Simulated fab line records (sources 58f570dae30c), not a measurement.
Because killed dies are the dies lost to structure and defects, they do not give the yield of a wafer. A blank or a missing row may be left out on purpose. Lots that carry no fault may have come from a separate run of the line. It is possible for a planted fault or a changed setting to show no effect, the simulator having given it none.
The tool behind it: which one? | flow berkeleyCmos170 | 15 lots with 45 wafers sampled at 6 steps, on a route of 331 steps

== WHAT EACH GAUGE READ, for each wafer ==
UCB170_GATE_THK_MEAS_05.
lot  | measured     | on           | GATE_POLY_THK (nm)
L184 | day 6 00:35  | filmMetro-02 | 213.1 213.5 213.7
L185 | day 6 00:37  | filmMetro-03 | 215.6 215.9 214.5
L186 | day 6 07:30  | filmMetro-02 | 215.4 216.0 215.3
L187 | day 6 13:07  | filmMetro-02 | 212.9 214.4 214.6
L188 | day 7 01:31  | filmMetro-02 | 212.3 212.5 212.8
L189 | day 7 01:32  | filmMetro-04 | 218.3 219.1 220.6
L190 | day 7 05:06  | filmMetro-02 | 215.0 216.5 216.3
L192 | day 7 23:47  | filmMetro-04 | 159.7 160.6 160.1
L195 | day 8 08:50  | filmMetro-03 | 212.3 211.9 212.2
L196 | day 8 16:11  | filmMetro-04 | 163.3 162.3 161.5
L197 | day 8 16:11  | filmMetro-02 | 165.9 163.9 165.7
L201 | day 9 10:51  | filmMetro-02 | 211.3 212.5 213.3
L202 | day 9 10:52  | filmMetro-04 | 215.9 217.5 216.9
L206 | day 10 21:20 | filmMetro-03 | 213.6 215.2 215.4
L207 | day 10 21:20 | filmMetro-04 | 216.7 217.3 216.7

UCB170_GATE_OVL_MEAS_13.
lot  | measured     | on         | GATE_OVL (nm)
L184 | day 6 01:57  | overlay-01 | -9 -2 -2
L185 | day 6 02:14  | overlay-01 | 3 0 -1
L186 | day 6 08:31  | overlay-02 | -8 -4 -3
L187 | day 6 15:36  | overlay-02 | -8 -4 -11
L188 | day 7 02:53  | overlay-01 | 1 -7 -2
L189 | day 7 03:02  | overlay-02 | 4 1 -10
L190 | day 7 06:37  | overlay-02 | 1 8 3
L192 | day 8 00:59  | overlay-02 | 6 6 10
L195 | day 8 10:22  | overlay-01 | 2 3 5
L196 | day 8 17:13  | overlay-02 | 0 0 -1
L197 | day 8 17:29  | overlay-01 | -2 1 -2
L201 | day 9 12:22  | overlay-01 | -3 2 1
L202 | day 9 12:16  | overlay-02 | -2 -1 -2
L206 | day 10 22:21 | overlay-01 | 8 9 21
L207 | day 10 22:38 | overlay-02 | 12 10 9

UCB170_CONTACT_THK_MEAS_02.
lot  | measured     | on           | CONTACT_PSG_THK (nm)
L184 | day 6 19:53  | filmMetro-04 | 706 705 702
L185 | day 6 21:42  | filmMetro-04 | 702 700 700
L186 | day 7 00:07  | filmMetro-04 | 717 713 711
L187 | day 7 08:48  | filmMetro-02 | 703 703 701
L188 | day 7 21:08  | filmMetro-02 | 723 714 722
L189 | day 7 21:08  | filmMetro-04 | 704 704 698
L190 | day 8 03:05  | filmMetro-02 | 705 710 703
L192 | day 8 18:04  | filmMetro-03 | 708 707 715
L195 | day 9 09:28  | filmMetro-02 | 706 702 706
L196 | day 9 16:15  | filmMetro-02 | 698 691 704
L197 | day 9 16:15  | filmMetro-04 | 705 711 709
L201 | day 10 06:25 | filmMetro-04 | 694 693 701
L202 | day 10 06:59 | filmMetro-04 | 703 709 704
L206 | day 11 15:03 | filmMetro-02 | 711 707 712
L207 | day 11 16:44 | filmMetro-04 | 702 705 710

== WHAT TOOL EACH LOT RAN ON (gives the tool, then ch and the chambers of the sampled wafers, and finally the start) ==
lot  | UCB170_PWELL_ETCH_14             | UCB170_GATE_CVD_04          | UCB170_GATE_ETCH_15
L184 | rieDiel-02 ch 2,3, day 2 23:23   | lpcvd-01 ch 0, day 5 23:11  | rieSi-01 ch 0,3, day 6 02:02
L185 | rieDiel-04 ch 1,2, day 3 05:00   | lpcvd-01 ch 0, day 5 23:11  | rieSi-02 ch 0,2,3, day 6 02:18
L186 | rieDiel-04 ch 0,2,3, day 3 07:38 | lpcvd-02 ch 0, day 6 05:24  | rieSi-01 ch 1,2,3, day 6 08:36
L187 | rieDiel-02 ch 1,2,3, day 3 13:52 | lpcvd-01 ch 0, day 6 11:43  | rieSi-02 ch 1,2,3, day 6 15:40
L188 | rieDiel-03 ch 0,1,2, day 4 00:46 | lpcvd-02 ch 1, day 7 00:07  | rieSi-01 ch 0,2,3, day 7 02:58
L189 | rieDiel-04 ch 0,1,2, day 4 00:53 | lpcvd-02 ch 0, day 7 00:07  | rieSi-02 ch 0,2, day 7 03:07
L190 | rieDiel-04 ch 0,1, day 4 06:46   | lpcvd-01 ch 0, day 7 03:42  | rieSi-01 ch 0,2, day 7 06:42
L192 | rieDiel-03 ch 0,1,2, day 4 22:41 | lpcvd-02 ch 0, day 7 22:23  | rieSi-01 ch 0,1,3, day 8 01:03
L195 | rieDiel-03 ch 0,1, day 5 09:13   | lpcvd-01 ch 0, day 8 07:25  | rieSi-01 ch 1,2,3, day 8 10:26
L196 | rieDiel-02 ch 0,1,3, day 5 17:30 | lpcvd-02 ch 0, day 8 14:47  | rieSi-01 ch 0,3, day 8 17:17
L197 | rieDiel-03 ch 0,3, day 5 17:41   | lpcvd-02 ch 1, day 8 14:47  | rieSi-02 ch 2,3, day 8 17:34
L201 | rieDiel-04 ch 2,3, day 6 13:56   | lpcvd-01 ch 1, day 9 09:27  | rieSi-01 ch 1,2, day 9 12:27
L202 | rieDiel-03 ch 1,2, day 6 17:58   | lpcvd-01 ch 1, day 9 09:27  | rieSi-02 ch 0,1,2, day 9 12:20
L206 | rieDiel-04 ch 0,3, day 7 14:34   | lpcvd-02 ch 0, day 10 19:56 | rieSi-01 ch 2,3, day 10 22:27
L207 | rieDiel-04 ch 0,1,2, day 7 18:15 | lpcvd-02 ch 1, day 10 19:56 | rieSi-02 ch 0,2,3, day 10 22:43
- UCB170_PWELL_ETCH_14: etches Si3N4 in CH3F/Ar/O2, stops on SiO2, target depth 242 nm, time 151 s.
- UCB170_GATE_CVD_04: deposits poly-Si from SiH4, time 1440 s, target thk 214 nm.
- UCB170_GATE_ETCH_15: etches poly-Si in HBr/Cl2, stops on SiO2, time 56.3 s, target depth 278.2 nm.

== AS READ BY THE TOOLS THEMSELVES (means over the sampled wafers that have a number; for cases with no such wafer, the mark the record gives instead) ==
UCB170_PWELL_ETCH_14.
lot  | tool       | drypumpMotorCurrentA (A) | oesProductAu (a.u.) | throttleValvePct (%)
L184 | rieDiel-02 | 5.1                      | 0.932               | 7.97
L185 | rieDiel-04 | 5.9                      | 0.932               | 8.11
L186 | rieDiel-04 | 5.9                      | 0.943               | 8.12
L187 | rieDiel-02 | 5.2                      | 0.952               | 8.00
L188 | rieDiel-03 | 5.6                      | 0.936               | 8.03
L189 | rieDiel-04 | 5.9                      | 0.929               | 8.12
L190 | rieDiel-04 | 5.9                      | 0.931               | 8.16
L192 | rieDiel-03 | 5.6                      | 0.935               | 8.03
L195 | rieDiel-03 | 5.6                      | 0.954               | 7.99
L196 | rieDiel-02 | 5.5                      | 0.947               | 8.02
L197 | rieDiel-03 | 5.0                      | 0.928               | 8.18
L201 | rieDiel-04 | 6.0                      | 0.932               | 8.09
L202 | rieDiel-03 | 5.7                      | 0.943               | 8.08
L206 | rieDiel-04 | 5.8                      | 0.950               | 8.15
L207 | rieDiel-04 | 5.9                      | 0.941               | 8.12

UCB170_GATE_CVD_04.
lot  | tool     | spikeTcCentreC (C) | spikeTcLoadC (C) | spikeTcSourceC (C) | susceptorTempC (C)
L184 | lpcvd-01 | 612.0              | 632.1            | 634.3              | 609.95
L185 | lpcvd-01 | 613.8              | 631.8            | 633.6              | 609.92
L186 | lpcvd-02 | 613.2              | 634.5            | 631.6              | 610.11
L187 | lpcvd-01 | 613.7              | 631.4            | 633.5              | 609.93
L188 | lpcvd-02 | 611.8              | 628.4            | 628.8              | 610.05
L189 | lpcvd-02 | 612.5              | 633.7            | 631.0              | 610.00
L190 | lpcvd-01 | 613.4              | 632.1            | 634.4              | 610.20
L192 | lpcvd-02 | 599.9              | 622.2            | 620.4              | 598.07
L195 | lpcvd-01 | 613.4              | 631.0            | 633.1              | 610.28
L196 | lpcvd-02 | 602.3              | 622.3            | 619.4              | 598.17
L197 | lpcvd-02 | 599.3              | 617.2            | 615.9              | 598.02
L201 | lpcvd-01 | 610.6              | 630.2            | 628.9              | 610.25
L202 | lpcvd-01 | 610.2              | 630.0            | 630.5              | 609.90
L206 | lpcvd-02 | 612.3              | 634.9            | 631.5              | 610.19
L207 | lpcvd-02 | 611.2              | 629.0            | 629.4              | 610.53

UCB170_GATE_ETCH_15.
lot  | tool     | drypumpMotorCurrentA (A) | oesProductAu (a.u.) | throttleValvePct (%)
L184 | rieSi-01 | 6.2                      | 0.845               | 26.57
L185 | rieSi-02 | 5.9                      | 0.838               | 26.40
L186 | rieSi-01 | 5.9                      | 0.845               | 26.46
L187 | rieSi-02 | 5.7                      | 0.842               | 26.46
L188 | rieSi-01 | 5.6                      | 0.834               | 26.45
L189 | rieSi-02 | 5.4                      | 0.843               | 26.43
L190 | rieSi-01 | 5.5                      | 0.842               | 26.31
L192 | rieSi-01 | 6.3                      | 0.691               | 26.51
L195 | rieSi-01 | 5.9                      | 0.825               | 26.52
L196 | rieSi-01 | 6.1                      | 0.703               | 26.44
L197 | rieSi-02 | 6.0                      | 0.715               | 26.57
L201 | rieSi-01 | 5.3                      | 0.818               | 26.40
L202 | rieSi-02 | 5.5                      | 0.844               | 26.28
L206 | rieSi-01 | 5.7                      | 0.846               | 26.59
L207 | rieSi-02 | 5.9                      | 0.840               | 26.35

== THE ANSWER, worked out from the rows above alone ==
Rule: the usual values come from the lots themselves. The widest of any qualifying gaps counts: lots, ordered by their means at a reading, are off when they make up no more than a third of the lots, leave a main group of 4 or more, and stand apart from it by 3 or more times the standard deviation of that group's means. A main group whose means are all the same, to the digits that the tables above print for the reading, isn't used. A lot without any number at a reading at which 4 lots or more have one is off too. All remaining lots with rows at the step are treated as sound. After the gauges, taken in route order, come the tools' own readings; for these a lot's mean is taken, as printed above. At the first step where some lot is off, the reading lying furthest off is the one used; lots without a number count as furthest.
Off: L192, L196, L197, at UCB170_GATE_THK_MEAS_05 (GATE_POLY_THK). The main group has a mean of 214.9 nm with a standard deviation of 2.1.
A tool fits if, at a process step before that reading, it ran every lot that is off, and no sound lot after the first of them. The gauges at UCB170_GATE_THK_MEAS_05 aren't tried: what is off there is off at UCB170_GATE_CVD_04 too, on other tools, and a gauge's error can't cause that. None of those tried fits.

== WHAT THE SIMULATOR HAD INSERTED ==
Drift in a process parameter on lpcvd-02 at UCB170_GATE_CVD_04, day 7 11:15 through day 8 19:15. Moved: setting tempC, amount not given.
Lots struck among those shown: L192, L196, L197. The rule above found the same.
